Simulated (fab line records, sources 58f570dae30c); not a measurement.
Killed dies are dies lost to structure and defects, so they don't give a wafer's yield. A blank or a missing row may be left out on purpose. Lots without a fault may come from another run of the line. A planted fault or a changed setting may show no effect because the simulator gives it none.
Problem report in the 8D (eight disciplines) form, filled by code | flow berkeley_cmos170 | the parts of the form that need people (team, actions taken, sign-off) are left out

1. THE PROBLEM
V2_POLISHED_THK at UCB170_V2_THK_MEAS_04 reads a mean of 973.3 nm on 9 wafers of 3 lots; wafers without a fault read 1000.1 nm with a standard deviation of 1.1. That is -24 standard deviations from the usual mean.
First seen on wafer L178.2, day 11 10:49, on film_metro-01. The record holds 45 wafers of 15 lots with a number at this step. Rule for "out", or "out of limits": more than 4 standard deviations from the usual mean. The other wafers with a number count as sound.

2. WHAT IT IS AND WHAT IT IS NOT
question                    | is                                          | is not
which readings at this step | V2_POLISHED_THK                             | -
which lots                  | L176, L178, L181                            | L160, L161, L165, L166, L168, L169, L170, L173, L174, L175, L180, L183
which wafers of those lots  | all that have a number                      | -
read on which gauges        | film_metro-01, film_metro-02, film_metro-04 | -
when                        | from day 11 10:49                           | up to then (27 sound wafers); but 9 sound wafers of L175, L180, L183 came after

3. SUSPECTS, AND WHAT RULES EACH OUT
Counting: a tool at a process step up to the reading stays a suspect if it ran every lot that is out and no sound lot after the first of them.
- the gauge at UCB170_V2_THK_MEAS_04: ruled out. The wafers that are out were read on 3 gauges (film_metro-01, film_metro-02, film_metro-04).
- pecvd-02 at UCB170_V2_CVD_00 (deposits SiO2 from TEOS/O2, target thk 2000 nm, time 250 s): kept. It ran every lot that is out, first L178 (day 11 10:11), and no sound lot after that; its last sound lot up to then is L174 (day 10 10:34).
- cmp-01 at UCB170_V2_CMP_02 (polishes SiO2): ruled out as a lasting fault. Sound lots L175, L183 ran on it after its first lot that is out, L178 (day 11 10:23).
Left after counting: pecvd-02 at UCB170_V2_CVD_00.

4. THE CAUSE (what the simulator had put in)
Site profile drift: pecvd-02, from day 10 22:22 on, at UCB170_V2_CVD_00. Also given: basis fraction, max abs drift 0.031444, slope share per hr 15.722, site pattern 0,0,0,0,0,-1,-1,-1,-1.
Counting left only this tool.

5. THE CHAIN OF EFFECTS, in route order
Each row: a reading whose mean over the struck wafers that have a number lies more than 3 standard deviations from the usual. Only readings for which the record gives a usual standard deviation are gone through. hours: the time from each lot's start at the first step in this table that gives one to its start at this step, as a median over the lots. sigmas: the change in usual standard deviations.
hours | step                  | reading         | usual     | on struck wafers | change | sigmas
0     | UCB170_V2_THK_MEAS_04 | V2_POLISHED_THK | 1000.1 nm | 973.3            | -26.8  | -24

6. WHAT WOULD HAVE CAUGHT IT SOONER
In this record the first reading out of limits at a measuring or inspecting step was taken at day 11 10:49, 12 hours after the fault began at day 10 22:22.
Of the tool readings at UCB170_V2_CVD_00 for which the record gives a usual standard deviation, none was out on any struck wafer, so an alarm limit of 4 standard deviations on them would not have fired.
Of the lots that are out (3), L176, L181 began UCB170_V2_CVD_00 on pecvd-02 after day 11 10:49. A hold on the tool at that time would have spared those 2.
